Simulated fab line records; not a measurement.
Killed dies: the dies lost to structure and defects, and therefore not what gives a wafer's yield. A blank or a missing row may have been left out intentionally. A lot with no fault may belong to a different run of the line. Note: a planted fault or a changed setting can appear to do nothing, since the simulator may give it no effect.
What tool caused it? -- flow berkeley_cmos170 -- 42 wafers from 14 lots sampled at 3 of the route's 331 steps

WHAT THE GAUGES READ, wafer by wafer
UCB170_PSD_OVL_MEAS_07.
lot,measured,on,PSD_OVL (nm)
L455,day 6 10:37,overlay-01,-1 7 3
L454,day 6 10:49,overlay-02,-6 -8 -5
L457,day 7 03:20,overlay-02,1 0 -5
L459,day 7 16:46,overlay-01,-2 -3 0
L463,day 8 13:06,overlay-02,-4 1 -8
L464,day 9 05:20,overlay-02,3 -1 5
L468,day 9 23:53,overlay-02,-3 2 3
L471,day 10 00:37,overlay-02,-1 1 5
L472,day 10 16:00,overlay-01,0 9 9
L474,day 10 20:39,overlay-02,-2 -5 9
L473,day 10 20:52,overlay-01,6 9 5
L477,day 11 04:33,overlay-01,-9 -2 -1
L475,day 11 04:16,overlay-01,6 0 6
L476,day 11 04:26,overlay-02,4 -1 -3

UCB170_SDANNEAL_RS_MEAS_04: measures by four-point-probe.
lot,measured,on,PLDD_RS (ohm/sq)
L455,day 6 14:40,film_metro-04,1028.6 1029.1 1030.1
L454,day 6 14:40,film_metro-02,1034.0 1033.8 1031.2
L457,day 7 06:58,film_metro-01,1026.4 1028.3 1024.6
L459,day 7 20:58,film_metro-01,1031.5 1031.3 1030.6
L463,day 8 20:24,film_metro-01,1028.6 1031.6 1033.5
L464,day 9 13:33,film_metro-02,1027.5 1028.2 1031.6
L468,day 10 03:47,film_metro-01,1033.2 1032.8 1034.0
L471,day 10 05:43,film_metro-02,1028.1 1025.0 1023.2
L472,day 10 20:04,film_metro-01,1035.4 1030.9 1032.6
L474,day 11 00:55,film_metro-01,1032.5 1033.1 1034.7
L473,day 11 01:16,film_metro-04,1033.2 1030.2 1034.2
L477,day 11 09:19,film_metro-01,1026.8 1032.0 1030.1
L475,day 11 09:22,film_metro-04,1028.6 1030.2 1031.4
L476,day 11 08:22,film_metro-02,1030.7 1029.6 1031.8

WHAT TOOL EACH LOT RAN ON (gives the tool, then ch and the chambers of the sampled wafers, and finally the start)
lot,UCB170_NLDD_STRIP_10
L455,"plasma_asher-03 ch 0,1, day 6 03:41"
L454,"plasma_asher-02 ch 0,1, day 6 03:55"
L457,"plasma_asher-03 ch 0, day 6 17:35"
L459,"plasma_asher-02 ch 0,1, day 7 08:07"
L463,"plasma_asher-02 ch 0,1, day 8 06:34"
L464,"plasma_asher-02 ch 0,1, day 8 23:55"
L468,"plasma_asher-01 ch 1, day 9 19:14"
L471,"plasma_asher-01 ch 0,1, day 9 20:58"
L472,"plasma_asher-01 ch 0,1, day 10 09:51"
L474,"plasma_asher-01 ch 1, day 10 14:16"
L473,"plasma_asher-01 ch 0,1, day 10 15:08"
L477,"plasma_asher-02 ch 0,1, day 10 22:48"
L475,"plasma_asher-02 ch 0,1, day 10 23:48"
L476,"plasma_asher-03 ch 0,1, day 11 00:07"
- UCB170_NLDD_STRIP_10: strips in O2.

AS READ BY THE TOOLS THEMSELVES (means over the sampled wafers that have a number; for cases with no such wafer, the mark the record gives instead)
UCB170_NLDD_STRIP_10.
lot,tool,drypump_motor_current_A (A),oes_product_au (a.u.),strip_time_to_endpoint_s (s)
L455,plasma_asher-03,6.12,0.734,21.65
L454,plasma_asher-02,5.80,0.737,21.64
L457,plasma_asher-03,5.61,0.737,21.63
L459,plasma_asher-02,5.80,0.740,21.50
L463,plasma_asher-02,5.80,0.738,21.63
L464,plasma_asher-02,5.80,0.735,21.75
L468,plasma_asher-01,6.31,0.737,21.66
L471,plasma_asher-01,5.79,0.735,21.57
L472,plasma_asher-01,6.03,0.735,21.63
L474,plasma_asher-01,6.31,0.733,21.58
L473,plasma_asher-01,6.06,0.731,21.55
L477,plasma_asher-02,5.79,0.736,21.76
L475,plasma_asher-02,5.81,0.731,21.65
L476,plasma_asher-03,5.88,0.732,21.53

THE ANSWER, worked out from the rows above alone
Rule: the lots themselves supply what counts as usual. The widest of any qualifying gaps counts: lots, ordered by their means at a reading, are off when they make up no more than a third of the lots, leave a main group of 4 or more, and stand apart from it by 3 or more times the standard deviation of that group's means. Not used: any main group whose means are identical at the precision the tables above print for the reading. A lot without any number at a reading at which 4 lots or more have one is off too. The other lots that the step has rows for count as sound. The gauges are gone through in route order, then the tools' own readings, and for those a lot's mean is taken as printed above. The first step at which some lot is off is used, and at that step the reading that is off furthest; a lot without a number counts as furthest.
No lot is off at any reading shown: from this, nothing can be told.

WHAT THE SIMULATOR HAD INSERTED
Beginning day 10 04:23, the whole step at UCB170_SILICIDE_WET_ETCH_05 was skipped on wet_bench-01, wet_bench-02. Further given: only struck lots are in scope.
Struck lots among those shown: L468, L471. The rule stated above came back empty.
